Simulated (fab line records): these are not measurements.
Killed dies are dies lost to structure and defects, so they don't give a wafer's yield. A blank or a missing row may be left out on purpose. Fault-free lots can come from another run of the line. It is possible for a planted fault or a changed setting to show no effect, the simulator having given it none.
fab line records	flow rit-cmos	part 1 of 2: steps 1 to 28 of 39
record lots=5	wafers=15	last-day=7
route steps=202 shown ACTIVE@1 FOX1@20 FOX2@23 NWELL@28 PWELL@39
lots that met no fault: taken from a fault-free run of the same line
start-h: hours from the record's opening day to when the first of the lot's shown wafers began	wait-h: hours elapsed since this lot's preceding step	" same as the row above	L1.1+2: a row that stands for several wafers	- either no value or no given start	* or withheld: withheld	< > ~ a bound
route shown NAME@n: a module of which the file shows steps, and the number in the route of the first	usual: the fault-free wafers' mean and standard deviation	same: alike in all rows	chamber/n: place in a boat	sites: the reading at each site	_std_site: their standard deviation	_edge_site: mean of outer sites minus mean of inner sites	radius-mm: how far each site lies from the wafer's centre	mask NAME#n: copy n	behind: the tool/chamber that last shaped the wafer	hold: why the lot went on hold/how many hours it stayed there/how the hold came to an end	device: the transistor (n, p or np) that didn't switch	end of line: the same wafers' tests at the end of the route	a step without rows: its recipe alone	killed: count of dies lost to structure and defects at first sort (not the wafer's yield)	map: a wafer's dies, marking killed ones x, the rest . and places with no die _
set.NAME: setting as actually run; set.NAME@STEP: the setting as run at that earlier step	model.NAME: the simulator's own value behind a step, which no gauge read
lots at selected steps of the route; one table per step, one row per wafer
services: from which hour (start-h, from the record's first day; less than 0 if before it) a tool's chamber was out of use, for how many hours, and why
## steps
# step RIT_ACTIVE_BOW_MEAS_00
# recipe mode=bow
# usual INCOMING_BOW=0/7.5
lot.wafer	tool	chamber	start-h	wait-h	INCOMING_BOW[um]
L084.2	film-metro-02	-	60.02	-	-15
L084.3	"	-	"	"	1
L084.6	"	-	"	"	-1
L086.1	film-metro-02	-	70.00	-	-6
L086.3	"	-	"	"	-2
L086.5	"	-	"	"	3
L090.2	film-metro-02	-	90.02	-	-1
L090.5	"	-	"	"	10
L090.6	"	-	"	"	-2
L094.1	film-metro-02	-	110.00	-	-5
L094.2	"	-	"	"	17
L094.3	"	-	"	"	7
L095.3	film-metro-01	-	115.04	-	-2
L095.5	"	-	"	"	-8
L095.6	"	-	"	"	8
# step RIT_ACTIVE_OXIDATION_01
# recipe temp-c=1000	ambient=O2	target-thk-a=468	ox-time-s=3360
# usual tube_center_temp_C_max=1002.7/0.46
lot.wafer	tool	chamber	start-h	wait-h	tube_center_temp_C_max
L084.2	furnace-02	0	60.12	0.1	1002.4
L084.3	"	0	"	"	1002.5
L084.6	"	0	"	"	1002.5
L086.1	furnace-04	0	70.12	0.1	1002.4
L086.3	"	0	"	"	1003.0
L086.5	"	0	"	"	1002.9
L090.2	furnace-03	0	90.24	0.2	1002.9
L090.5	"	0	"	"	1003.7
L090.6	"	0	"	"	1002.3
L094.1	furnace-03	0	110.98	1.0	1002.9
L094.2	"	0	"	"	1002.7
L094.3	"	0	"	"	1002.6
L095.3	furnace-04	0	115.61	0.5	1002.2
L095.5	"	0	"	"	1002.7
L095.6	"	0	"	"	1003.5
# step RIT_ACTIVE_THK_MEAS_02
# recipe reads=SiO2_of_ACTIVE_OXIDATION_01
# usual ACTIVE_OXIDE_THK=46.8/0.89
lot.wafer	tool	chamber	start-h	wait-h	ACTIVE_OXIDE_THK[nm]
L084.2	film-metro-02	-	62.06	0.0	46.6
L084.3	"	-	"	"	47.4
L084.6	"	-	"	"	46.6
L086.1	film-metro-02	-	72.05	0.0	45.3
L086.3	"	-	"	"	45.5
L086.5	"	-	"	"	45.7
L090.2	film-metro-01	-	92.19	0.0	47.3
L090.5	"	-	"	"	48.0
L090.6	"	-	"	"	47.3
L094.1	film-metro-04	-	112.91	0.0	47.5
L094.2	"	-	"	"	47.1
L094.3	"	-	"	"	47.5
L095.3	film-metro-01	-	117.56	0.0	47.4
L095.5	"	-	"	"	46.8
L095.6	"	-	"	"	47.9
# step RIT_ACTIVE_CVD_03
# recipe material=Si3N4	target-thk-nm=150	temp-c=810	precursor=SiH2Cl2/NH3	time-s=1500	pressure-mtorr=300	sih2cl2-flow-sccm=60	nh3-flow-sccm=150
# usual sih2cl2-flow-sccm=59.98/0.15
lot.wafer	tool	chamber	start-h	wait-h	sih2cl2-flow-sccm
L084.2	lpcvd-01	0	62.11	0.0	59.89
L084.3	"	0	"	"	59.95
L084.6	"	0	"	"	59.85
L086.1	lpcvd-01	1	72.11	0.1	60.03
L086.3	"	1	"	"	59.79
L086.5	"	1	"	"	60.07
L090.2	lpcvd-01	1	92.24	0.0	59.80
L090.5	"	1	"	"	59.76
L090.6	"	1	"	"	59.68
L094.1	lpcvd-01	1	112.97	0.1	59.78
L094.2	"	1	"	"	59.94
L094.3	"	1	"	"	60.17
L095.3	lpcvd-01	0	117.60	0.0	59.86
L095.5	"	0	"	"	59.90
L095.6	"	0	"	"	60.06
# step RIT_ACTIVE_THK_MEAS_04
# recipe reads=Si3N4_of_ACTIVE_CVD_03
# usual ACTIVE_NITRIDE_THK=150.4/1.4
lot.wafer	tool	chamber	start-h	wait-h	ACTIVE_NITRIDE_THK[nm]
L084.2	film-metro-02	-	63.54	0.0	152.4
L084.3	"	-	"	"	151.8
L084.6	"	-	"	"	152.0
L086.1	film-metro-04	-	73.53	0.0	149.6
L086.3	"	-	"	"	151.1
L086.5	"	-	"	"	150.2
L090.2	film-metro-01	-	93.66	0.0	150.8
L090.5	"	-	"	"	151.2
L090.6	"	-	"	"	152.1
L094.1	film-metro-02	-	114.39	0.0	149.8
L094.2	"	-	"	"	149.9
L094.3	"	-	"	"	149.8
L095.3	film-metro-02	-	119.04	0.0	150.4
L095.5	"	-	"	"	149.4
L095.6	"	-	"	"	149.8
# step RIT_ACTIVE_HMDS_05
# recipe prime-time-s=60	prime-temp-c=140
# usual chill-plate-temp-C=22.98/0.1	prime-temp-c=140.04/0.13
lot.wafer	tool	chamber	start-h	wait-h	chill-plate-temp-C	prime-temp-c
L084.2	litho-track-02	0	63.62	0.1	22.84	140.05
L084.3	"	0	"	"	22.98	140.24
L084.6	"	0	"	"	23.01	140.07
L086.1	litho-track-02	0	73.59	0.1	22.87	139.98
L086.3	"	0	"	"	22.98	139.92
L086.5	"	0	"	"	23.06	139.85
L090.2	litho-track-02	0	93.74	0.1	23.13	140.13
L090.5	"	0	"	"	22.99	140.12
L090.6	"	0	"	"	23.06	140.29
L094.1	litho-track-01	0	114.45	0.1	23.10	140.09
L094.2	"	0	"	"	23.09	140.20
L094.3	"	0	"	"	23.03	140.02
L095.3	litho-track-03	0	119.13	0.1	22.96	140.29
L095.5	"	0	"	"	22.88	140.26
L095.6	"	0	"	"	23.08	140.29
# step RIT_ACTIVE_COAT_06
# recipe resist=NOVOLAK	spin-rpm=3250	resist-thk-nm=1000
# usual chill-plate-temp-C=23.00/0.1	spin-speed-rpm=3249.7/2.4
lot.wafer	tool	chamber	start-h	wait-h	chill-plate-temp-C	spin-speed-rpm
L084.2	litho-track-02	0	63.77	0.1	22.90	3249.8
L084.3	"	0	"	"	22.92	3252.3
L084.6	"	0	"	"	23.01	3250.7
L086.1	litho-track-02	0	73.74	0.1	23.23	3249.0
L086.3	"	0	"	"	22.96	3250.0
L086.5	"	0	"	"	23.06	3251.2
L090.2	litho-track-02	0	93.89	0.1	23.17	3249.9
L090.5	"	0	"	"	23.10	3251.5
L090.6	"	0	"	"	23.10	3252.7
L094.1	litho-track-01	0	114.60	0.1	23.01	3248.3
L094.2	"	0	"	"	22.90	3251.0
L094.3	"	0	"	"	23.00	3248.0
L095.3	litho-track-03	0	119.28	0.1	23.11	3249.3
L095.5	"	0	"	"	23.17	3248.9
L095.6	"	0	"	"	22.81	3251.8
# step RIT_ACTIVE_SOFTBAKE_07
# recipe resist=NOVOLAK	temp-c=90	time-s=60
# usual chill-plate-temp-C=23.01/0.1
lot.wafer	tool	chamber	start-h	wait-h	chill-plate-temp-C
L084.2	litho-track-02	0	63.91	0.1	23.05
L084.3	"	0	"	"	23.13
L084.6	"	0	"	"	23.12
L086.1	litho-track-02	0	73.89	0.1	22.99
L086.3	"	0	"	"	23.09
L086.5	"	0	"	"	23.16
L090.2	litho-track-02	0	94.04	0.1	22.97
L090.5	"	0	"	"	22.96
L090.6	"	0	"	"	22.92
L094.1	litho-track-01	0	114.75	0.1	22.99
L094.2	"	0	"	"	22.84
L094.3	"	0	"	"	22.98
L095.3	litho-track-03	0	119.43	0.1	23.02
L095.5	"	0	"	"	23.18
L095.6	"	0	"	"	23.01
# step RIT_ACTIVE_EXPOSE_08
# recipe mask-id=M1	na=0.6	source-shape=conventional	sigma-outer=0.6	target-cd-nm=1400	dose-mj=225
lot.wafer	tool	chamber	start-h	wait-h	mask
L084.2+3+6	iline-stepper-02	0	64.18	0.2	M1#0
L086.1+3+5	iline-stepper-01	0	74.04	0.1	M1#0
L090.2+5+6	iline-stepper-01	0	94.18	0.1	M1#0
L094.1+2+3	iline-stepper-02	0	115.02	0.2	M1#0
L095.3+5+6	iline-stepper-02	0	119.57	0.1	M1#0
# step RIT_ACTIVE_PEB_09
# recipe resist=NOVOLAK	temp-c=withheld	time-s=withheld
# usual chill-plate-temp-C=*
lot.wafer	tool	chamber	start-h	wait-h	chill-plate-temp-C
L084.2	litho-track-03	0	64.31	0.1	*
L084.3	"	0	"	"	*
L084.6	"	0	"	"	*
L086.1	litho-track-03	0	74.16	0.1	*
L086.3	"	0	"	"	*
L086.5	"	0	"	"	*
L090.2	litho-track-02	0	94.31	0.1	*
L090.5	"	0	"	"	*
L090.6	"	0	"	"	*
L094.1	litho-track-03	0	115.14	0.1	*
L094.2	"	0	"	"	*
L094.3	"	0	"	"	*
L095.3	litho-track-01	0	119.69	0.1	*
L095.5	"	0	"	"	*
L095.6	"	0	"	"	*
# step RIT_ACTIVE_DEVELOP_10
# recipe resist=NOVOLAK	develop-time-s=50	dev-temp-c=23
# usual chill-plate-temp-C=22.98/0.095
lot.wafer	tool	chamber	start-h	wait-h	chill-plate-temp-C
L084.2	litho-track-03	0	-	-	22.96
L084.3	"	0	"	"	22.93
L084.6	"	0	"	"	23.01
L086.1	litho-track-03	0	-	-	23.03
L086.3	"	0	"	"	22.96
L086.5	"	0	"	"	22.97
L090.2	litho-track-02	0	-	-	23.10
L090.5	"	0	"	"	22.99
L090.6	"	0	"	"	23.06
L094.1	litho-track-03	0	-	-	22.88
L094.2	"	0	"	"	22.82
L094.3	"	0	"	"	22.90
L095.3	litho-track-01	0	-	-	22.94
L095.5	"	0	"	"	22.91
L095.6	"	0	"	"	23.08
# step RIT_ACTIVE_CD_MEAS_11
# recipe target-cd-nm=1400
# usual cd-nm=1400.0/2.2
lot.wafer	tool	chamber	start-h	wait-h	cd-nm
L084.2	cd-sem-01	-	64.58	-	1402.3
L084.3	"	-	"	"	1401.5
L084.6	"	-	"	"	1401.6
L086.1	cd-sem-01	-	74.44	-	1403.7
L086.3	"	-	"	"	1401.8
L086.5	"	-	"	"	1401.4
L090.2	cd-sem-02	-	94.58	-	1401.0
L090.5	"	-	"	"	1401.2
L090.6	"	-	"	"	1399.9
L094.1	cd-sem-02	-	115.42	-	1399.8
L094.2	"	-	"	"	1401.3
L094.3	"	-	"	"	1400.0
L095.3	cd-sem-01	-	119.97	-	1398.4
L095.5	"	-	"	"	1399.2
L095.6	"	-	"	"	1398.1
# step RIT_ACTIVE_HARDBAKE_12
# recipe resist=NOVOLAK	temp-c=140	time-s=60
# usual chill-plate-temp-C=23.03/0.11
lot.wafer	tool	chamber	start-h	wait-h	chill-plate-temp-C
L084.2	litho-track-03	0	64.71	0.1	22.99
L084.3	"	0	"	"	22.96
L084.6	"	0	"	"	22.93
L086.1	litho-track-02	0	74.56	0.1	22.93
L086.3	"	0	"	"	22.92
L086.5	"	0	"	"	22.86
L090.2	litho-track-02	0	94.71	0.1	23.12
L090.5	"	0	"	"	23.10
L090.6	"	0	"	"	23.03
L094.1	litho-track-02	0	115.54	0.1	22.91
L094.2	"	0	"	"	23.10
L094.3	"	0	"	"	23.09
L095.3	litho-track-02	0	120.10	0.1	23.21
L095.5	"	0	"	"	23.16
L095.6	"	0	"	"	23.07
# step RIT_ACTIVE_ETCH_13
# recipe stop-on=SiO2	chemistry=SF6	target=Si3N4	time-s=210	over-etch-frac=0.4	SF6_flow_sccm=200	pressure-mtorr=260	rf-w=125	target-depth-a=2100
# usual drypump-motor-current-A=5.8/0.47	oes-product-au=0.814/0.011	rf-fwd-power-W=124.6/0.4	throttle-valve-pct=7.42/0.085
lot.wafer	tool	chamber	start-h	wait-h	drypump-motor-current-A	oes-product-au	rf-fwd-power-W	rf-hours-counter-h	throttle-valve-pct
L084.2	rie-diel-01	0	64.83	0.1	6.2	0.815	125.0	148	7.62
L084.3	"	2	"	"	5.7	0.812	125.1	6	7.36
L084.6	"	2	"	"	5.7	0.820	125.0	-	7.38
L086.1	rie-diel-03	2	74.71	0.1	5.8	0.818	124.5	24	7.35
L086.3	"	1	"	"	6.7	0.811	125.1	5	7.34
L086.5	"	2	"	"	5.8	0.823	124.3	-	7.36
L090.2	rie-diel-03	1	94.83	0.1	6.6	0.822	123.5	5	7.36
L090.5	"	3	"	"	5.7	0.808	124.4	-	7.49
L090.6	"	2	"	"	5.8	0.823	124.8	-	7.37
L094.1	rie-diel-03	2	115.69	0.1	5.8	0.815	124.8	25	7.36
L094.2	"	3	"	"	5.7	0.797	124.9	120	7.49
L094.3	"	1	"	"	6.7	0.820	123.9	5	7.35
L095.3	rie-diel-01	2	120.20	0.1	5.7	0.809	124.0	7	7.37
L095.5	"	2	"	"	5.7	0.813	124.6	-	7.36
L095.6	"	1	"	"	5.2	0.823	124.5	-	7.34
# step RIT_ACTIVE_STRIP_14
# recipe chemistry=O2	time-s=180	resist=NOVOLAK	platen-temp-c=withheld	power-w=500	pressure-mtorr=4000	o2-flow-sccm=4000
# usual drypump-motor-current-A=5.5/0.43
lot.wafer	tool	chamber	start-h	wait-h	drypump-motor-current-A	rf-hours-counter-h
L084.2	plasma-asher-03	0	64.97	0.1	6.1	28
L084.3	"	1	"	"	5.7	-
L084.6	"	0	"	"	6.2	-
L086.1	plasma-asher-02	0	74.84	0.1	5.5	44
L086.3	"	0	"	"	5.5	-
L086.5	"	0	"	"	5.5	-
L090.2	plasma-asher-02	1	94.97	0.1	5.1	46
L090.5	"	1	"	"	5.1	-
L090.6	"	0	"	"	5.5	-
L094.1	plasma-asher-03	0	115.82	0.1	6.2	34
L094.2	"	1	"	"	5.7	34
L094.3	"	1	"	"	5.7	-
L095.3	plasma-asher-03	0	120.39	0.1	6.2	-
L095.5	"	1	"	"	5.7	-
L095.6	"	0	"	"	6.2	-
# step RIT_ACTIVE_CD_MEAS_90
# recipe target-cd-nm=1400
# usual cd-nm=1400.0/2.2
lot.wafer	tool	chamber	start-h	wait-h	cd-nm
L084.2	cd-sem-02	-	65.16	0.1	1402.1
L084.3	"	-	"	"	1401.3
L084.6	"	-	"	"	1401.1
L086.1	cd-sem-01	-	75.02	0.1	1402.9
L086.3	"	-	"	"	1401.5
L086.5	"	-	"	"	1401.6
L090.2	cd-sem-01	-	95.16	0.1	1400.8
L090.5	"	-	"	"	1401.2
L090.6	"	-	"	"	1400.0
L094.1	cd-sem-02	-	116.00	0.1	1399.5
L094.2	"	-	"	"	1401.5
L094.3	"	-	"	"	1400.2
L095.3	cd-sem-02	-	120.55	0.1	1398.1
L095.5	"	-	"	"	1398.8
L095.6	"	-	"	"	1398.1
# step RIT_ACTIVE_CLEAN_15
# recipe chemistry=SC1	mix=3:3:50	time-s=600	temp-c=75
lot.wafer	tool	chamber	start-h	wait-h
L084.2+3+6	wet-bench-04	2	65.26	0.1
L086.1+3+5	wet-bench-03	3	75.14	0.1
L090.2+5+6	wet-bench-01	1	95.26	0.1
L094.1+2+3	wet-bench-01	0	116.12	0.1
L095.3+5+6	wet-bench-03	3	120.63	0.1
# step RIT_ACTIVE_CLEAN_16
# recipe chemistry=dHF	dilution=50:1	time-s=30
lot.wafer	tool	chamber	start-h	wait-h
L084.2+3+6	wet-bench-03	2	65.44	0.0
L086.1+3+5	wet-bench-04	2	75.31	0.0
L090.2+5+6	wet-bench-01	0	95.44	0.0
L094.1+2+3	wet-bench-04	1	116.29	0.0
L095.3+5+6	wet-bench-01	2	120.80	0.0
# step RIT_ACTIVE_CLEAN_17
# recipe chemistry=SC2	mix=3:3:50	time-s=600	temp-c=75	dry=n2-spin
lot.wafer	tool	chamber	start-h	wait-h
L084.2+3+6	wet-bench-04	1	65.46	0.0
L086.1+3+5	wet-bench-01	0	75.33	0.0
L090.2+5+6	wet-bench-01	0	95.45	0.0
L094.1+2+3	wet-bench-03	2	116.33	0.0
L095.3+5+6	wet-bench-03	0	120.82	0.0
# step RIT_FOX1_OXIDATION_00
# recipe temp-c=1100	ambient=H2O	target-thk-a=3507	p-h2o-torr=720	ox-time-s=1130
# usual tube_center_temp_C_max=1102.8/0.46
lot.wafer	tool	chamber	start-h	wait-h	tube_center_temp_C_max
L084.2	furnace-04	0	67.05	1.4	1102.2
L084.3	"	0	"	"	1102.4
L084.6	"	0	"	"	1103.0
L086.1	furnace-02	0	76.04	0.5	1102.6
L086.3	"	0	"	"	1102.6
L086.5	"	0	"	"	1102.6
L090.2	furnace-04	0	97.21	1.6	1102.5
L090.5	"	0	"	"	1102.8
L090.6	"	0	"	"	1102.6
L094.1	furnace-04	0	117.54	1.0	1102.6
L094.2	"	0	"	"	1102.8
L094.3	"	0	"	"	1102.9
L095.3	furnace-04	0	121.92	0.9	1103.1
L095.5	"	0	"	"	1102.8
L095.6	"	0	"	"	1102.7
# step RIT_FOX1_THK_MEAS_01
# recipe reads=SiO2_of_FOX1_OXIDATION_00
# usual FOX1_OXIDE_THK=349/7
lot.wafer	tool	chamber	start-h	wait-h	FOX1_OXIDE_THK[nm]
L084.2	film-metro-04	-	68.38	0.0	345
L084.3	"	-	"	"	335
L084.6	"	-	"	"	338
L086.1	film-metro-04	-	77.35	0.0	341
L086.3	"	-	"	"	349
L086.5	"	-	"	"	343
L090.2	film-metro-04	-	98.53	0.0	348
L090.5	"	-	"	"	357
L090.6	"	-	"	"	358
L094.1	film-metro-03	-	118.85	0.0	357
L094.2	"	-	"	"	358
L094.3	"	-	"	"	355
L095.3	film-metro-03	-	123.25	0.0	354
L095.5	"	-	"	"	351
L095.6	"	-	"	"	354
# step RIT_FOX1_WET_ETCH_02
# recipe chemistry=BOE	target-depth-nm=350	time-s=390	temp-c=21.5	dry=n2-spin	dilution=10:1	target=SiO2
lot.wafer	tool	chamber	start-h	wait-h
L084.2+3+6	wet-bench-02	3	68.43	0.0
L086.1+3+5	wet-bench-01	1	77.41	0.1
L090.2+5+6	wet-bench-01	2	98.58	0.0
L094.1+2+3	wet-bench-01	2	118.91	0.1
L095.3+5+6	wet-bench-01	3	123.29	0.0
# step RIT_FOX2_OXIDATION_00
# recipe temp-c=1100	ambient=H2O	target-thk-a=3507	p-h2o-torr=720	ox-time-s=1130
# usual tube_center_temp_C_max=1102.8/0.51
lot.wafer	tool	chamber	start-h	wait-h	tube_center_temp_C_max
L084.2	furnace-04	0	68.55	0.0	1102.9
L084.3	"	0	"	"	1103.8
L084.6	"	0	"	"	1102.9
L086.1	furnace-04	0	78.30	0.8	1103.1
L086.3	"	0	"	"	1102.4
L086.5	"	0	"	"	1102.4
L090.2	furnace-04	0	102.57	3.9	1102.3
L090.5	"	0	"	"	1102.0
L090.6	"	0	"	"	1102.3
L094.1	furnace-04	0	120.35	1.3	1102.7
L094.2	"	0	"	"	1102.3
L094.3	"	0	"	"	1103.6
L095.3	furnace-04	0	123.41	0.0	1102.1
L095.5	"	0	"	"	1103.3
L095.6	"	0	"	"	1102.5
# step RIT_FOX2_THK_MEAS_01
# recipe reads=SiO2_of_FOX2_OXIDATION_00
# usual FOX2_OXIDE_THK=349/7.5
lot.wafer	tool	chamber	start-h	wait-h	FOX2_OXIDE_THK[nm]
L084.2	film-metro-03	-	69.88	0.0	339
L084.3	"	-	"	"	340
L084.6	"	-	"	"	340
L086.1	film-metro-02	-	79.61	0.0	338
L086.3	"	-	"	"	339
L086.5	"	-	"	"	334
L090.2	film-metro-02	-	103.90	0.0	353
L090.5	"	-	"	"	347
L090.6	"	-	"	"	351
L094.1	film-metro-01	-	121.67	0.0	354
L094.2	"	-	"	"	344
L094.3	"	-	"	"	347
L095.3	film-metro-01	-	124.74	0.0	349
L095.5	"	-	"	"	351
L095.6	"	-	"	"	345
# step RIT_FOX2_CLEAN_02
# recipe chemistry=dHF	dilution=50:1	time-s=180
lot.wafer	tool	chamber	start-h	wait-h
L084.2+3+6	wet-bench-01	1	69.93	0.0
L086.1+3+5	wet-bench-04	0	79.67	0.1
L090.2+5+6	wet-bench-01	1	103.95	0.0
L094.1+2+3	wet-bench-01	1	121.73	0.1
L095.3+5+6	wet-bench-02	3	124.78	0.0
# step RIT_FOX2_WET_ETCH_03
# recipe chemistry=H3PO4	target=Si3N4	target-depth-nm=195	temp-c=165	time-s=2700
lot.wafer	tool	chamber	start-h	wait-h
L084.2+3+6	wet-bench-04	0	69.99	0.0
L086.1+3+5	wet-bench-04	2	79.73	0.0
L090.2+5+6	wet-bench-02	2	104.01	0.0
L094.1+2+3	wet-bench-02	0	121.79	0.0
L095.3+5+6	wet-bench-04	1	124.84	0.0
# step RIT_FOX2_THK_MEAS_90
# recipe reads=SiO2_of_FOX2_OXIDATION_00
# usual FIELD_OXIDE_LEFT_1_THK=322/7.6
lot.wafer	tool	chamber	start-h	wait-h	FIELD_OXIDE_LEFT_1_THK[nm]
L084.2	film-metro-02	-	70.76	0.0	311
L084.3	"	-	"	"	313
L084.6	"	-	"	"	313
L086.1	film-metro-03	-	80.49	0.0	311
L086.3	"	-	"	"	312
L086.5	"	-	"	"	307
L090.2	film-metro-02	-	104.77	0.0	325
L090.5	"	-	"	"	319
L090.6	"	-	"	"	324
L094.1	film-metro-02	-	122.55	0.0	327
L094.2	"	-	"	"	317
L094.3	"	-	"	"	320
L095.3	film-metro-01	-	126.38	0.0	322
L095.5	"	-	"	"	324
L095.6	"	-	"	"	318
# step RIT_NWELL_HMDS_00
# recipe prime-time-s=60	prime-temp-c=140
# usual chill-plate-temp-C=22.99/0.092	prime-temp-c=140.00/0.14
lot.wafer	tool	chamber	start-h	wait-h	chill-plate-temp-C	prime-temp-c
L084.2	litho-track-04	0	70.84	0.1	23.01	139.93
L084.3	"	0	"	"	22.90	139.77
L084.6	"	0	"	"	23.18	139.93
L086.1	litho-track-04	0	80.55	0.1	23.01	139.83
L086.3	"	0	"	"	23.04	139.90
L086.5	"	0	"	"	23.07	139.78
L090.2	litho-track-01	0	104.85	0.1	23.05	140.07
L090.5	"	0	"	"	22.99	139.75
L090.6	"	0	"	"	22.96	140.21
L094.1	litho-track-01	0	122.61	0.1	22.92	139.68
L094.2	"	0	"	"	22.78	139.99
L094.3	"	0	"	"	22.77	140.17
L095.3	litho-track-04	0	126.47	0.1	22.97	140.07
L095.5	"	0	"	"	22.91	139.74
L095.6	"	0	"	"	22.95	140.12
